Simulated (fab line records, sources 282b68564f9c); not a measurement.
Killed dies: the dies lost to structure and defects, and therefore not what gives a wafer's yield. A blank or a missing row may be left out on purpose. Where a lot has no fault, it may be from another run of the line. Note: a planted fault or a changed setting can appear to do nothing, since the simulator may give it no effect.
Struck lot and sound lot, side by side + flow rit cmos + 17 steps out of a route of 202
Sound: the wafers L194.2, L194.3, L194.4. The struck wafers were L190.2, L190.3, L190.6. The cause comes at the end.
At each step with rows: each side's tool, then ch and its chambers, then its first start. Under that, the readings that differ: sound wafers + struck wafers + difference of the means + sigmas: that difference in standard deviations of wafers without a fault.
alike: words and numbers the same on both sides, and readings whose means are apart by under 2 such deviations; not compared: readings that were withheld, readings missing a value for some wafer, numbers with overlapping values and no deviation given by the record, and bounds like >300 which may hide the same value.
Wherever a step has rows on one side only, a row that says differs or no value, or a row with sigmas, the two part there. Numbers that have no deviation but don't overlap get no sigmas and don't part them. A reading that every wafer of one side lacks parts them only if that side has two wafers or more.

RIT_FOX2_THK_MEAS_01:
  sound on film metro-01, day 5 04:11; struck on film metro-01, day 4 04:22
  alike: FOX2_OXIDE_THK
then, 2 steps without rows for these wafers: RIT_FOX2_CLEAN_02 (cleans in dHF, time 180 s); RIT_FOX2_WET_ETCH_03 (etches Si3N4 in H3PO4, target depth 195 nm, time 2700 s).
RIT_FOX2_THK_MEAS_90:
  sound on film metro-03, day 5 05:04; struck on film metro-02, day 4 05:18
  alike: FIELD_OXIDE_LEFT_1_THK
then, 6 steps without rows for these wafers: RIT_NWELL_HMDS_00 (prime time 61.17 s); RIT_NWELL_COAT_01 (resist thk 1300 nm); RIT_NWELL_SOFTBAKE_02 (time 60 s); RIT_NWELL_EXPOSE_03 (exposes mask M2, target cd 43900 nm); RIT_NWELL_PEB_04; RIT_NWELL_DEVELOP_05 (develop time 68 s).
RIT_NWELL_OVL_MEAS_06:
  sound on overlay-02, day 5 06:01; struck on overlay-02, day 4 06:22
  alike: NWELL_OVL
then, 1 step without rows for these wafers: RIT_NWELL_HARDBAKE_07 (time 120 s).
RIT_NWELL_IMPLANT_08:
  sound on implanter-02 ch 0, day 5 06:19; struck on implanter-04 ch 0, day 4 06:40
| reading                   | sound                | struck               | difference | sigmas      |
|---------------------------|----------------------|----------------------|------------|-------------|
| beam energy keV           | 169.88 169.93 169.89 | 214.30 214.18 214.12 | +44.30     | +99 or more |
| model.implant.rp nm (nm)  | 216.1 216.1 216.1    | 273.3 273.3 273.3    | +57.2      |             |
| model.implant.drp nm (nm) | 68.82 68.82 68.82    | 81.3 81.3 81.3       | +12.5      |             |
  alike: end station pressure torr
RIT_NWELL_STRIP_09: strips in O2, time 180 s.
  sound on plasma asher-02 ch 0,1, day 5 06:26; struck on plasma asher-02 ch 0,1, day 4 06:47
  alike: drypump motor current A
  not compared: rf hours counter h
RIT_NWELL_TW_MEAS_10:
  sound on film metro-04, day 5 06:37; struck on film metro-01, day 4 06:59
| reading  | sound          | struck         | difference | sigmas |
|----------|----------------|----------------|------------|--------|
| NWELL_TW | 2120 2120 2124 | 2254 2247 2243 | +127       | +8     |
then, 1 step without rows for these wafers: RIT_PWELL_HMDS_00 (prime time 60 s).
RIT_M1_PROBE_99:
  sound on prober-01, day 6 20:45; struck on prober-01, day 6 02:05
| reading                                        | sound                | struck               | difference | sigmas |
|------------------------------------------------|----------------------|----------------------|------------|--------|
| model.etest.field p metal.vt v (V)             | -30.23 -30.51 -30.11 | -41.69 -42.26 -42.73 | -11.94     |        |
| model.etest.nwell pinched.rs ohm sq            | 341.4 330 336.3      | 328.7 325.4 325.6    | -9.3       |        |
| model.etest.field p.vt v (V)                   | -13.07 -13.07 -12.99 | -18.43 -18.52 -18.54 | -5.45      |        |
| model.etest.iso nwell nwell.bv v (V)           | 21.83 21.16 21.82    | 19.95 20.16 19.31    | -1.80      |        |
| model.etest.iso pplus pwell.lateral log10 a um | -9.274 -9.249 -9.298 | -9.458 -9.39 -9.409  | -0.145     |        |
  alike: killed at contacts, killed at front end, killed dies, killed open, killed short
  not compared: model.etest.well edge left.line ohm um, model.etest.well edge right.line ohm um, model.etest.iso nwell nwell.lateral log10 a um

== WHERE THEY PART ==
At RIT_NWELL_IMPLANT_08 first; at RIT_NWELL_TW_MEAS_10 last (within this record only). Later steps at which nothing parts them and some readings are alike: RIT_M1_PROBE_99.

WHY: what the simulator had put in
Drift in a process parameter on implanter-04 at RIT_NWELL_IMPLANT_08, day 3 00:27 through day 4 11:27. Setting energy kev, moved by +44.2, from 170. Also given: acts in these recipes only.
